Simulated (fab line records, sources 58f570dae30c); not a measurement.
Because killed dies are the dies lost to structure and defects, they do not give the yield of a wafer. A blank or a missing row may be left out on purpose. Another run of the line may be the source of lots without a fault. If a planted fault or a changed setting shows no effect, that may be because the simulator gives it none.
fab line records    flow berkeley-cmos170
[record] lots = 24  wafers = 72  last-day = 13
route steps=331 shown NWELL@19 PWELL@47 FIELD@91 NVT@112 CONTACT@233 M3@328
lots that met no fault: from a run of the same line without faults
start-h: start of the lot's first displayed wafer, in hours after the record's first day    wait-h: time in hours since the lot's previous step    " unchanged from the row above    L1.1+2: one row covering several wafers at once    - value missing, or start not given    * or withheld: withheld    < > ~ a bound
route shown NAME@n: a module of which the file shows steps, and the number in the route of the first    usual: mean/standard deviation of fault-free wafers    same: alike in all rows    chamber/n: place in a boat    sites: readings site by site    _std_site: how widely they spread, as a standard deviation    _edge_site: mean of outer sites minus mean of inner sites    radius-mm: for every site, how far away it sits from the centre of the wafer    mask NAME#n: copy n    behind: the last tool/chamber to shape the wafer    hold: reason for holding the lot/hours on hold/outcome of the hold    device: which transistor (n, p or np) failed to switch    end of line: tests run on the same wafers once the route is complete    a step given without rows: its recipe and nothing more    killed: not the wafer's yield, but the dies lost to structure and defects at the first sort    map: a wafer's dies, x killed, . not, _ none there
set.NAME: the setting that was run; set.NAME@STEP: the one run at that earlier step    model.NAME: the simulator's own value behind a step, which no gauge read
a sample of lots followed through the steps of the route, with each step as a table and each wafer as a row
services: from which hour (start-h, from the record's first day; less than 0 if before it) a tool's chamber was out of use, for how many hours, and why
[[steps]]
[step UCB170_NWELL_THK_MEAS_05]
[recipe] reads = Si3N4_of_NWELL_CVD_04
[usual] NWELL_NITRIDE_THK = 223.5/2.1
lot.wafer  tool           chamber  start-h  wait-h  NWELL_NITRIDE_THK[nm]
L074.2     film-metro-03  -        33.50    0.0     224.4
L074.4     "              -        "        "       225.8
L074.6     "              -        "        "       224.9
L075.3     film-metro-02  -        36.30    0.0     222.0
L075.4     "              -        "        "       221.1
L075.5     "              -        "        "       220.4
L076.1     film-metro-02  -        42.49    0.0     224.3
L076.2     "              -        "        "       225.6
L076.6     "              -        "        "       226.2
L077.2     film-metro-02  -        49.74    0.0     221.5
L077.3     "              -        "        "       224.0
L077.5     "              -        "        "       222.8
L079.2     film-metro-02  -        58.44    0.0     226.2
L079.3     "              -        "        "       227.2
L079.6     "              -        "        "       224.9
L078.3     film-metro-04  -        58.45    0.0     224.5
L078.5     "              -        "        "       224.6
L078.6     "              -        "        "       224.4
L080.1     film-metro-02  -        67.24    0.0     224.6
L080.2     "              -        "        "       222.1
L080.3     "              -        "        "       223.6
L081.1     film-metro-02  -        71.63    0.0     224.2
L081.4     "              -        "        "       222.7
L081.6     "              -        "        "       222.9
L082.2     film-metro-03  -        71.64    0.0     220.1
L082.4     "              -        "        "       219.0
L082.5     "              -        "        "       220.3
L083.2     film-metro-04  -        82.84    0.0     220.7
L083.4     "              -        "        "       221.0
L083.6     "              -        "        "       221.5
L084.4     film-metro-02  -        82.86    0.0     224.7
L084.5     "              -        "        "       222.0
L084.6     "              -        "        "       222.8
L086.2     film-metro-03  -        92.72    0.0     226.5
L086.3     "              -        "        "       225.7
L086.4     "              -        "        "       227.6
L085.3     film-metro-02  -        92.73    0.0     227.3
L085.4     "              -        "        "       227.9
L085.6     "              -        "        "       225.8
L087.1     film-metro-02  -        99.62    0.0     224.2
L087.2     "              -        "        "       224.8
L087.6     "              -        "        "       223.5
L088.3     film-metro-04  -        99.64    0.0     219.5
L088.4     "              -        "        "       219.9
L088.5     "              -        "        "       220.1
L089.1     film-metro-03  -        110.17   0.0     226.1
L089.3     "              -        "        "       224.0
L089.6     "              -        "        "       226.3
L090.2     film-metro-04  -        116.11   0.0     224.4
L090.3     "              -        "        "       222.6
L090.4     "              -        "        "       224.7
L091.2     film-metro-03  -        116.11   0.0     225.8
L091.4     "              -        "        "       226.8
L091.6     "              -        "        "       227.5
L092.1     film-metro-02  -        126.20   0.0     223.8
L092.4     "              -        "        "       222.5
L092.5     "              -        "        "       222.8
L094.1     film-metro-03  -        134.87   0.0     223.5
L094.2     "              -        "        "       221.8
L094.6     "              -        "        "       224.2
L093.2     film-metro-04  -        134.88   0.0     223.3
L093.3     "              -        "        "       223.3
L093.6     "              -        "        "       223.8
L095.1     film-metro-04  -        141.67   0.0     221.3
L095.3     "              -        "        "       220.5
L095.6     "              -        "        "       221.3
L096.1     film-metro-02  -        147.15   0.0     222.2
L096.5     "              -        "        "       222.4
L096.6     "              -        "        "       222.8
L097.3     film-metro-04  -        147.17   0.0     222.8
L097.4     "              -        "        "       222.5
L097.5     "              -        "        "       223.8
[step UCB170_PWELL_OVL_MEAS_13]
[usual] PWELL_OVL = -7/5.2
lot.wafer  tool        chamber  start-h  wait-h  PWELL_OVL[nm]
L074.2     overlay-01  -        56.01    -       -12
L074.4     "           -        "        "       -5
L074.6     "           -        "        "       -5
L076.1     overlay-02  -        61.61    -       -10
L076.2     "           -        "        "       2
L076.6     "           -        "        "       -3
L075.3     overlay-02  -        61.67    -       -7
L075.4     "           -        "        "       -4
L075.5     "           -        "        "       -4
L077.2     overlay-02  -        72.33    -       -11
L077.3     "           -        "        "       -15
L077.5     "           -        "        "       -14
L078.3     overlay-02  -        83.91    -       -8
L078.5     "           -        "        "       -12
L078.6     "           -        "        "       -11
L079.2     overlay-01  -        84.05    -       -16
L079.3     "           -        "        "       -3
L079.6     "           -        "        "       -6
L080.1     overlay-01  -        92.06    -       -11
L080.2     "           -        "        "       -7
L080.3     "           -        "        "       -3
L082.2     overlay-02  -        92.34    -       -7
L082.4     "           -        "        "       4
L082.5     "           -        "        "       2
L081.1     overlay-01  -        92.51    -       -11
L081.4     "           -        "        "       -5
L081.6     "           -        "        "       -4
L083.2     overlay-02  -        112.41   -       2
L083.4     "           -        "        "       1
L083.6     "           -        "        "       -3
L084.4     overlay-02  -        112.65   -       1
L084.5     "           -        "        "       -8
L084.6     "           -        "        "       -1
L086.2     overlay-02  -        116.66   -       -4
L086.3     "           -        "        "       -2
L086.4     "           -        "        "       -11
L085.3     overlay-02  -        117.00   -       -13
L085.4     "           -        "        "       -5
L085.6     "           -        "        "       -11
L087.1     overlay-02  -        117.38   -       -6
L087.2     "           -        "        "       -7
L087.6     "           -        "        "       -4
L088.3     overlay-02  -        117.67   -       -1
L088.4     "           -        "        "       -9
L088.5     "           -        "        "       -7
L089.1     overlay-01  -        128.80   -       -7
L089.3     "           -        "        "       -5
L089.6     "           -        "        "       2
L090.2     overlay-02  -        137.17   -       -11
L090.3     "           -        "        "       -11
L090.4     "           -        "        "       -1
L091.2     overlay-01  -        137.41   -       -1
L091.4     "           -        "        "       1
L091.6     "           -        "        "       -1
L092.1     overlay-02  -        146.80   -       1
L092.4     "           -        "        "       0
L092.5     "           -        "        "       0
L093.2     overlay-02  -        154.53   -       -11
L093.3     "           -        "        "       -9
L093.6     "           -        "        "       -5
L094.1     overlay-01  -        154.69   -       -8
L094.2     "           -        "        "       -9
L094.6     "           -        "        "       -12
L095.1     overlay-01  -        164.19   -       -3
L095.3     "           -        "        "       -6
L095.6     "           -        "        "       -11
L097.3     overlay-02  -        170.76   -       -8
L097.4     "           -        "        "       -5
L097.5     "           -        "        "       -13
L096.1     overlay-02  -        171.08   -       -16
L096.5     "           -        "        "       -23
L096.6     "           -        "        "       -17
[step UCB170_FIELD_THK_MEAS_02]
[recipe] reads = SiO2_of_FIELD_OXIDATION_01
[usual] FIELD_OXIDE_THK = 560/9.3
lot.wafer  tool           chamber  start-h  wait-h  FIELD_OXIDE_THK[nm]
L074.2     film-metro-04  -        100.75   0.0     562
L074.4     "              -        "        "       558
L074.6     "              -        "        "       556
L076.1     film-metro-04  -        106.53   0.0     574
L076.2     "              -        "        "       578
L076.6     "              -        "        "       585
L075.3     film-metro-01  -        106.55   0.0     565
L075.4     "              -        "        "       563
L075.5     "              -        "        "       572
L077.2     film-metro-01  -        115.50   0.0     567
L077.3     "              -        "        "       561
L077.5     "              -        "        "       558
L079.2     film-metro-04  -        125.78   0.0     571
L079.3     "              -        "        "       562
L079.6     "              -        "        "       572
L078.3     film-metro-04  -        125.85   0.1     557
L078.5     "              -        "        "       549
L078.6     "              -        "        "       565
L080.1     film-metro-01  -        135.94   0.0     562
L080.2     "              -        "        "       559
L080.3     "              -        "        "       561
L081.1     film-metro-04  -        135.94   0.0     546
L081.4     "              -        "        "       556
L081.6     "              -        "        "       546
L082.2     film-metro-03  -        135.95   0.0     548
L082.4     "              -        "        "       553
L082.5     "              -        "        "       551
L083.2     film-metro-04  -        157.66   0.0     568
L083.4     "              -        "        "       564
L083.6     "              -        "        "       571
L084.4     film-metro-01  -        157.68   0.0     549
L084.5     "              -        "        "       559
L084.6     "              -        "        "       556
L087.1     film-metro-04  -        164.25   0.0     559
L087.2     "              -        "        "       563
L087.6     "              -        "        "       561
L086.2     film-metro-03  -        164.26   0.0     551
L086.3     "              -        "        "       558
L086.4     "              -        "        "       550
L088.3     film-metro-01  -        164.27   0.0     546
L088.4     "              -        "        "       541
L088.5     "              -        "        "       551
L085.3     film-metro-04  -        164.33   0.1     552
L085.4     "              -        "        "       559
L085.6     "              -        "        "       548
L089.1     film-metro-03  -        171.45   0.0     555
L089.3     "              -        "        "       564
L089.6     "              -        "        "       554
L090.2     film-metro-03  -        184.34   0.0     568
L090.3     "              -        "        "       554
L090.4     "              -        "        "       560
L091.2     film-metro-04  -        184.34   0.0     546
L091.4     "              -        "        "       553
L091.6     "              -        "        "       548
L092.1     film-metro-04  -        193.77   0.0     553
L092.4     "              -        "        "       556
L092.5     "              -        "        "       547
L093.2     film-metro-03  -        193.78   0.0     556
L093.3     "              -        "        "       555
L093.6     "              -        "        "       561
L094.1     film-metro-04  -        204.37   0.0     580
L094.2     "              -        "        "       567
L094.6     "              -        "        "       570
L095.1     film-metro-03  -        217.48   0.0     575
L095.3     "              -        "        "       567
L095.6     "              -        "        "       571
L096.1     film-metro-01  -        231.56   0.0     563
L096.5     "              -        "        "       563
L096.6     "              -        "        "       568
L097.3     film-metro-03  -        231.58   0.0     564
L097.4     "              -        "        "       561
L097.5     "              -        "        "       563
[step UCB170_NVT_STRIP_08]
[recipe] chemistry = O2  power-w = 400  pressure-mtorr = 3500  platen-temp-c = withheld  o2-flow-sccm = 400  overash-fraction = 0.5
[usual] drypump-motor-current-A = 5.6/0.48  o2-flow-sccm = 400.0/1.1  oes-product-au = 0.734/0.0046  strip-time-to-endpoint-s = 21.66/0.055
lot.wafer  tool             chamber  start-h  wait-h  drypump-motor-current-A  o2-flow-sccm  oes-product-au  rf-hours-counter-h  strip-time-to-endpoint-s
L074.2     plasma-asher-02  1        131.25   0.1     4.9                      399.8         0.743           37                  21.63
L074.4     "                0        "        "       5.8                      399.4         0.740           -                   21.72
L074.6     "                0        "        "       5.8                      399.3         0.736           -                   21.67
L076.1     plasma-asher-04  0        131.37   0.1     5.7                      399.3         0.735           42                  21.66
L076.2     "                1        "        "       6.2                      400.7         0.730           42                  21.62
L076.6     "                1        "        "       6.2                      401.0         0.734           -                   21.56
L075.3     plasma-asher-01  0        131.56   0.1     5.9                      401.3         0.735           -                   21.73
L075.4     "                1        "        "       5.9                      400.3         0.740           -                   21.77
L075.5     "                0        "        "       5.9                      401.8         0.717           -                   21.70
L077.2     plasma-asher-01  0        141.75   0.1     6.0                      401.2         0.732           3                   21.67
L077.3     "                1        "        "       5.9                      402.6         0.737           -                   21.69
L077.5     "                1        "        "       5.9                      401.4         0.730           -                   21.72
L078.3     plasma-asher-02  1        155.19   0.1     4.8                      402.7         0.735           -                   21.68
L078.5     "                0        "        "       5.9                      401.2         0.736           -                   21.63
L078.6     "                1        "        "       4.9                      399.5         0.736           -                   21.68
L079.2     plasma-asher-04  1        155.43   0.1     6.3                      400.5         0.735           45                  21.71
L079.3     "                0        "        "       5.7                      401.9         0.731           -                   21.72
L079.6     "                0        "        "       5.7                      401.9         0.732           -                   21.68
L082.2     plasma-asher-02  0        166.72   0.1     5.9                      400.2         0.739           41                  21.59
L082.4     "                0        "        "       5.9                      400.0         0.732           -                   21.60
L082.5     "                1        "        "       4.9                      400.3         0.735           -                   21.58
L081.1     plasma-asher-01  0        166.97   0.1     5.9                      401.2         0.730           6                   21.75
L081.4     "                1        "        "       5.9                      399.3         0.734           -                   21.71
L081.6     "                1        "        "       5.9                      400.4         0.743           -                   21.72
L080.1     plasma-asher-02  1        167.21   0.1     4.8                      399.9         0.728           41                  21.64
L080.2     "                0        "        "       5.9                      400.2         0.727           41                  21.62
L080.3     "                1        "        "       4.9                      401.8         0.734           -                   21.69
L083.2     plasma-asher-02  1        186.60   0.1     4.8                      401.3         0.733           43                  21.65
L083.4     "                1        "        "       4.8                      397.2         0.733           -                   21.57
L083.6     "                0        "        "       5.9                      397.2         0.735           -                   21.69
L084.4     plasma-asher-01  1        186.77   0.1     5.9                      399.7         0.733           -                   21.65
L084.5     "                0        "        "       5.9                      403.2         0.732           -                   21.68
L084.6     "                1        "        "       5.9                      399.0         0.728           -                   21.70
L085.3     plasma-asher-02  1        197.40   0.1     4.9                      398.2         0.742           -                   21.67
L085.4     "                0        "        "       5.9                      399.9         0.738           -                   21.69
L085.6     "                1        "        "       4.8                      398.9         0.736           -                   21.64
L086.2     plasma-asher-04  0        197.48   0.1     5.7                      401.0         0.732           48                  21.62
L086.3     "                0        "        "       5.7                      399.6         0.731           -                   21.61
L086.4     "                1        "        "       6.3                      401.2         0.735           -                   21.61
L088.3     plasma-asher-01  0        197.76   0.1     6.0                      399.7         0.741           -                   21.65
L088.4     "                1        "        "       5.9                      399.2         0.734           -                   21.65
L088.5     "                0        "        "       6.0                      400.9         0.731           -                   21.63
L087.1     plasma-asher-02  0        198.09   0.1     5.9                      400.1         0.735           44                  21.59
L087.2     "                1        "        "       4.9                      399.3         0.731           44                  21.60
L087.6     "                1        "        "       4.9                      399.1         0.736           -                   21.61
L089.1     plasma-asher-02  1        211.90   0.1     4.9                      399.0         0.729           45                  21.70
L089.3     "                0        "        "       5.9                      402.0         0.742           -                   21.64
L089.6     "                1        "        "       4.8                      399.3         0.733           -                   21.67
L091.2     plasma-asher-01  1        222.61   0.1     5.9                      398.4         0.735           11                  21.65
L091.4     "                0        "        "       5.9                      398.7         0.734           -                   21.73
L091.6     "                0        "        "       6.0                      398.2         0.735           -                   21.65
L090.2     plasma-asher-02  0        222.89   0.1     5.9                      399.9         0.742           46                  21.58
L090.3     "                0        "        "       5.8                      399.1         0.734           -                   21.64
L090.4     "                1        "        "       4.9                      398.8         0.738           -                   21.60
L092.1     plasma-asher-04  1        231.18   0.1     6.3                      401.0         0.740           51                  21.58
L092.4     "                0        "        "       5.7                      398.8         0.731           -                   21.62
L092.5     "                0        "        "       5.7                      398.4         0.734           -                   21.60
L093.2     plasma-asher-02  0        231.43   0.1     5.9                      398.8         0.727           47                  21.71
L093.3     "                0        "        "       5.9                      398.8         0.727           -                   21.70
L093.6     "                0        "        "       5.8                      399.0         0.740           -                   21.68
L094.1     plasma-asher-02  1        235.48   0.1     4.9                      400.5         0.741           47                  21.72
L094.2     "                0        "        "       5.9                      399.1         0.744           47                  21.66
L094.6     "                1        "        "       4.8                      398.4         0.733           -                   21.65
L095.1     plasma-asher-04  0        246.15   0.1     5.7                      401.0         0.726           52                  21.60
L095.3     "                0        "        "       5.7                      401.0         0.730           -                   21.53
L095.6     "                0        "        "       5.7                      401.3         0.733           -                   21.59
L096.1     plasma-asher-02  0        258.29   0.1     5.9                      399.2         0.738           50                  21.70
L096.5     "                0        "        "       5.8                      400.8         0.740           -                   21.71
L096.6     "                1        "        "       4.8                      399.6         0.730           -                   21.73
L097.3     plasma-asher-01  0        258.60   0.1     5.9                      401.5         0.730           -                   21.75
L097.4     "                1        "        "       5.9                      401.3         0.733           -                   21.70
L097.5     "                0        "        "       6.0                      400.3         0.734           -                   21.72
[step UCB170_CONTACT_ETCH_17]
[recipe] chemistry = N2/H2  target-depth-a = withheld  overetch-a = withheld  target = BARC  time-s = withheld  source-w = 500  bias-w = 100  pressure-mtorr = 30  n2-flow-sccm = 100  h2-flow-sccm = 200
[usual] bias-w = 100.0/0.33  drypump-motor-current-A = 5.5/0.42  oes-product-au = 1.009/0.027  throttle-valve-pct = 13.35/0.22
lot.wafer  tool         chamber  start-h  wait-h  bias-w  drypump-motor-current-A  oes-product-au  throttle-valve-pct
L076.1     rie-diel-04  3        169.97   0.0     100.1   5.8                      0.990           13.78
L076.2     "            2        "        "       99.8    6.0                      1.029           13.15
L076.6     "            3        "        "       100.1   5.8                      0.986           13.76
L075.3     rie-diel-02  0        170.27   0.0     100.6   5.2                      1.026           13.41
L075.4     "            3        "        "       100.0   4.7                      0.992           13.48
L075.5     "            1        "        "       100.2   6.1                      0.997           13.43
L074.2     rie-diel-02  3        171.48   0.0     100.2   4.7                      0.993           13.48
L074.4     "            1        "        "       99.7    6.0                      0.991           13.42
L074.6     "            0        "        "       99.6    5.2                      1.024           13.37
L077.2     rie-diel-04  2        182.56   0.0     99.5    5.9                      1.044           13.15
L077.3     "            3        "        "       99.6    5.8                      0.988           13.76
L077.5     "            2        "        "       99.5    5.9                      1.045           13.15
L079.2     rie-diel-03  0        192.85   0.0     99.8    5.0                      0.972           13.33
L079.3     "            1        "        "       100.6   5.6                      1.027           13.16
L079.6     "            2        "        "       99.9    5.5                      1.047           13.08
L078.3     rie-diel-02  2        192.97   0.0     100.0   5.8                      1.000           13.05
L078.5     "            3        "        "       99.7    4.7                      1.003           13.49
L078.6     "            0        "        "       99.6    5.2                      1.026           13.39
L082.2     rie-diel-02  2        210.18   0.0     100.3   5.8                      1.002           13.04
L082.4     "            0        "        "       99.9    5.2                      1.028           13.39
L082.5     "            2        "        "       100.0   5.8                      1.010           13.06
L081.1     rie-diel-03  1        211.98   0.0     99.7    5.6                      1.019           13.17
L081.4     "            2        "        "       100.3   5.6                      1.032           13.07
L081.6     "            3        "        "       100.3   5.6                      1.031           13.09
L080.1     rie-diel-04  3        212.23   0.0     99.6    5.8                      0.982           13.77
L080.2     "            0        "        "       99.2    5.7                      0.957           13.61
L080.3     "            2        "        "       99.6    5.9                      1.039           13.15
L083.2     rie-diel-02  2        238.46   0.0     100.2   5.8                      1.013           13.07
L083.4     "            1        "        "       99.9    6.0                      0.995           13.40
L083.6     "            0        "        "       99.5    5.2                      1.043           13.40
L085.3     rie-diel-03  1        238.72   0.0     100.0   5.6                      1.018           13.17
L085.4     "            2        "        "       100.2   5.6                      1.038           13.09
L085.6     "            0        "        "       99.6    5.1                      0.979           13.31
L088.3     rie-diel-02  2        241.17   0.0     100.3   5.8                      1.002           13.06
L088.4     "            0        "        "       99.5    5.2                      1.041           13.41
L088.5     "            3        "        "       100.2   4.7                      0.998           13.49
L086.2     rie-diel-04  3        241.45   0.0     100.6   5.8                      0.997           13.77
L086.3     "            2        "        "       100.0   5.9                      1.049           13.15
L086.4     "            0        "        "       100.1   5.7                      0.962           13.61
L087.1     rie-diel-03  1        241.72   0.0     99.5    5.7                      1.027           13.18
L087.2     "            0        "        "       99.6    5.0                      0.978           13.33
L087.6     "            3        "        "       100.3   5.6                      1.045           13.06
L084.4     rie-diel-02  1        241.95   0.0     100.4   6.1                      0.992           13.42
L084.5     "            0        "        "       100.5   5.2                      1.051           13.41
L084.6     "            3        "        "       100.3   4.7                      1.001           13.48
L089.1     rie-diel-04  0        255.03   0.0     100.3   5.7                      0.970           13.60
L089.3     "            1        "        "       100.1   5.5                      0.995           13.55
L089.6     "            3        "        "       100.4   5.8                      0.997           13.78
L090.2     rie-diel-02  0        262.28   0.0     100.3   5.2                      1.037           13.41
L090.3     "            3        "        "       100.4   4.7                      1.006           13.48
L090.4     "            1        "        "       99.4    6.1                      0.992           13.41
L091.2     rie-diel-03  0        264.23   0.0     99.3    5.0                      0.961           13.33
L091.4     "            2        "        "       99.8    5.6                      1.042           13.08
L091.6     "            3        "        "       99.8    5.6                      1.041           13.05
L092.1     rie-diel-02  1        275.27   0.0     99.6    6.1                      0.996           13.43
L092.4     "            0        "        "       100.1   5.2                      1.042           13.42
L092.5     "            0        "        "       100.1   5.2                      1.029           13.40
L093.2     rie-diel-02  3        277.31   0.0     99.6    4.7                      0.996           13.49
L093.3     "            0        "        "       100.2   5.2                      1.036           13.41
L093.6     "            0        "        "       100.2   5.2                      1.033           13.40
L094.1     rie-diel-03  0        277.43   0.0     100.4   5.0                      0.972           13.32
L094.2     "            1        "        "       100.4   5.6                      1.037           13.17
L094.6     "            1        "        "       100.7   5.7                      1.022           13.19
L095.1     rie-diel-04  0        288.40   0.0     100.0   5.7                      0.968           13.62
L095.3     "            3        "        "       100.0   5.8                      0.982           13.78
L095.6     "            2        "        "       100.1   5.9                      1.041           13.14
L096.1     rie-diel-04  3        296.26   0.0     99.6    5.8                      0.973           13.78
L096.5     "            1        "        "       99.6    5.5                      1.000           13.53
L096.6     "            2        "        "       99.4    5.9                      1.039           13.15
L097.3     rie-diel-02  1        297.36   0.0     100.1   6.0                      1.000           13.42
L097.4     "            0        "        "       100.3   5.2                      1.032           13.41
L097.5     "            3        "        "       100.2   4.7                      0.995           13.48
[step UCB170_M3_STRIP_19]
[recipe] chemistry = O2  power-w = 400  pressure-mtorr = 3500  platen-temp-c = withheld  o2-flow-sccm = 400  overash-fraction = 0.5
[usual] drypump-motor-current-A = 5.8/0.44  o2-flow-sccm = 400.0/1.1  oes-product-au = 0.549/0.01
lot.wafer  tool             chamber  start-h  wait-h  drypump-motor-current-A  o2-flow-sccm  oes-product-au  rf-hours-counter-h
L076.1     plasma-asher-03  1        184.81   0.1     5.1                      400.2         0.536           40
L076.2     "                0        "        "       6.1                      399.9         0.526           40
L076.6     "                1        "        "       5.1                      401.0         0.533           -
L075.3     plasma-asher-04  0        187.24   0.1     5.7                      400.8         0.557           -
L075.4     "                1        "        "       6.2                      402.7         0.557           -
L075.5     "                0        "        "       5.8                      398.8         0.555           -
L074.2     plasma-asher-03  1        190.67   0.2     5.1                      400.0         0.562           41
L074.4     "                0        "        "       6.1                      402.2         0.553           -
L074.6     "                0        "        "       6.1                      400.5         0.552           -
L077.2     plasma-asher-01  0        198.84   0.1     6.0                      399.2         0.557           9
L077.3     "                0        "        "       6.0                      399.1         0.564           -
L077.5     "                0        "        "       6.0                      401.2         0.554           -
L079.2     plasma-asher-03  1        206.10   0.1     5.1                      399.0         0.548           42
L079.3     "                1        "        "       5.1                      399.1         0.535           -
L079.6     "                0        "        "       6.1                      399.9         0.549           -
L078.3     plasma-asher-01  0        207.45   0.1     6.0                      399.6         0.553           -
L078.5     "                1        "        "       5.9                      401.2         0.550           -
L078.6     "                0        "        "       6.0                      398.8         0.543           -
L082.2     plasma-asher-04  1        229.23   0.1     6.3                      399.8         0.559           51
L082.4     "                1        "        "       6.3                      400.1         0.559           -
L082.5     "                1        "        "       6.3                      401.1         0.548           -
L081.1     plasma-asher-03  1        229.50   0.1     5.0                      400.6         0.533           44
L081.4     "                0        "        "       6.1                      401.4         0.531           -
L081.6     "                0        "        "       6.1                      398.7         0.527           -
L080.1     plasma-asher-03  1        230.71   0.1     5.1                      397.6         0.554           44
L080.2     "                0        "        "       6.1                      398.0         0.544           44
L080.3     "                1        "        "       5.1                      397.4         0.555           -
L083.2     plasma-asher-04  0        255.55   0.1     5.7                      399.7         0.545           53
L083.4     "                1        "        "       6.2                      398.6         0.537           -
L083.6     "                0        "        "       5.7                      398.9         0.553           -
L085.3     plasma-asher-04  1        257.90   0.1     6.3                      401.5         0.565           -
L085.4     "                0        "        "       5.7                      400.6         0.539           -
L085.6     "                0        "        "       5.7                      399.1         0.558           -
L088.3     plasma-asher-03  1        258.68   0.1     5.1                      400.4         0.558           -
L088.4     "                0        "        "       6.1                      399.7         0.551           -
L088.5     "                0        "        "       6.1                      399.5         0.556           -
L086.2     plasma-asher-01  1        259.85   0.1     5.8                      399.3         0.541           16
L086.3     "                0        "        "       6.0                      399.3         0.549           -
L086.4     "                1        "        "       5.8                      399.3         0.537           -
L087.1     plasma-asher-03  0        260.09   0.1     6.1                      398.4         0.564           48
L087.2     "                1        "        "       5.1                      399.6         0.541           48
L087.6     "                1        "        "       5.1                      398.3         0.548           -
L084.4     plasma-asher-01  0        261.27   0.1     5.9                      399.7         0.565           -
L084.5     "                1        "        "       5.9                      399.7         0.560           -
L084.6     "                0        "        "       5.9                      399.2         0.563           -
L089.1     plasma-asher-04  0        271.17   0.1     5.7                      399.0         0.565           55
L089.3     "                1        "        "       6.2                      401.2         0.552           -
L089.6     "                1        "        "       6.2                      399.5         0.550           -
L090.2     plasma-asher-03  1        277.52   0.2     5.1                      401.4         0.543           50
L090.3     "                1        "        "       5.1                      400.0         0.551           -
L090.4     "                0        "        "       6.1                      399.7         0.538           -
L091.2     plasma-asher-01  0        278.27   0.1     5.9                      401.8         0.543           18
L091.4     "                1        "        "       5.8                      401.0         0.556           -
L091.6     "                0        "        "       6.0                      399.7         0.550           -
L092.1     plasma-asher-03  0        292.76   0.2     6.1                      398.7         0.543           51
L092.4     "                0        "        "       6.1                      400.6         0.550           -
L092.5     "                1        "        "       5.1                      399.0         0.542           -
L093.2     plasma-asher-04  0        293.24   0.1     5.7                      400.9         0.544           57
L093.3     "                0        "        "       5.7                      401.2         0.565           -
L093.6     "                0        "        "       5.7                      400.4         0.545           -
L094.1     plasma-asher-03  1        300.58   0.1     5.1                      399.3         0.555           53
L094.2     "                0        "        "       6.1                      402.8         0.559           53
L094.6     "                1        "        "       5.1                      400.0         0.565           -
L095.1     plasma-asher-03  0        305.50   0.3     6.1                      397.8         0.555           53
L095.3     "                0        "        "       6.1                      399.6         0.554           -
L095.6     "                0        "        "       6.1                      399.4         0.550           -
L096.1     plasma-asher-04  0        316.67   0.1     5.7                      400.1         0.550           61
L096.5     "                1        "        "       6.3                      400.1         0.544           -
L096.6     "                0        "        "       5.7                      400.7         0.535           -
L097.3     plasma-asher-03  1        317.24   0.1     5.1                      401.7         0.556           -
L097.4     "                0        "        "       6.1                      403.3         0.549           -
L097.5     "                1        "        "       5.1                      402.0         0.537           -
[[services]]
tool             chamber  start-h  hours  kind
rie-diel-03      1        107.77   9.3    repair
plasma-asher-01  -        108.75   9.0    pm
plasma-asher-01  0        108.75   9.0    vent-cycle
plasma-asher-01  1        108.75   9.0    vent-cycle
rie-diel-02      -        118.40   0.2    repair
rie-diel-04      -        147.09   1.4    repair
rie-diel-04      1        148.10   35.6   repair
plasma-asher-04  -        165.26   7.5    repair
rie-diel-04      0        171.99   34.5   repair
plasma-asher-02  -        183.65   2.9    repair
rie-diel-03      1        195.41   6.4    repair
rie-diel-02      3        199.10   6.4    repair
plasma-asher-02  -        202.57   0.9    repair
rie-diel-02      3        208.87   11.3   repair
plasma-asher-02  -        219.56   1.9    repair
rie-diel-04      3        219.85   9.1    repair
plasma-asher-03  -        225.32   1.9    repair
plasma-asher-04  -        233.98   8.0    repair
plasma-asher-02  -        239.02   1.0    repair
rie-diel-04      1        243.69   2.0    repair
rie-diel-02      -        271.46   0.9    repair
rie-diel-03      3        271.65   7.4    repair
plasma-asher-01  -        294.35   20.4   repair
rie-diel-03      -        312.66   0.5    repair
[[key]]
fault none
